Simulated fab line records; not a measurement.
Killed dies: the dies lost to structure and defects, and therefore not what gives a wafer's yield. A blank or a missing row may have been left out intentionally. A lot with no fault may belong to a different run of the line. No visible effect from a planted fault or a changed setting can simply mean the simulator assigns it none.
Chamber matching	flow berkeley-cmos170	cmp-01 running UCB170_V2_CMP_02: 3 sister chambers
The step polishes SiO2. 3 wafers are shown with their chamber, then 4 later ones without.

== WAFERS PAIRED WITH THEIR CHAMBERS ==
wafer	chamber	motor-current-A (A)
L140.5	1	14.2
L142.2	2	13.8
L142.3	3	13.0

== WAFERS WHOSE CHAMBER IS MISSING ==
wafer	motor-current-A (A)
L147.3	13.7
L147.5	13.4
L145.5	14.1
L145.6	13.6

== THE CHAMBER EACH PASSED THROUGH ==
wafer	from the rows above	in truth
L147.3	can't be placed: 2 or 1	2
L147.5	can't be placed: 2 or 3 or 1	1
L145.5	can't be placed: 1 or 2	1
L145.6	can't be placed: 2 or 1 or 3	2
Correct placement for 0 of the 4. Not placeable from these rows: 4 (in 4, the candidates include the true chamber). Number placed wrongly: 0.
How it was worked out, from the rows above alone: a wafer's distance from a chamber is the root of the sum, over the readings, of the square of ((its reading less the chamber's mean) divided by the reading's scatter). The wafer belongs to the nearest chamber; if the next one is less than 2 further off, it can't be placed. Each chamber's mean is taken over the wafers shown for it. The scatter (one wafer shown for each chamber): square how far every hidden wafer sits from the nearest shown wafer, average those squares and take the square root.
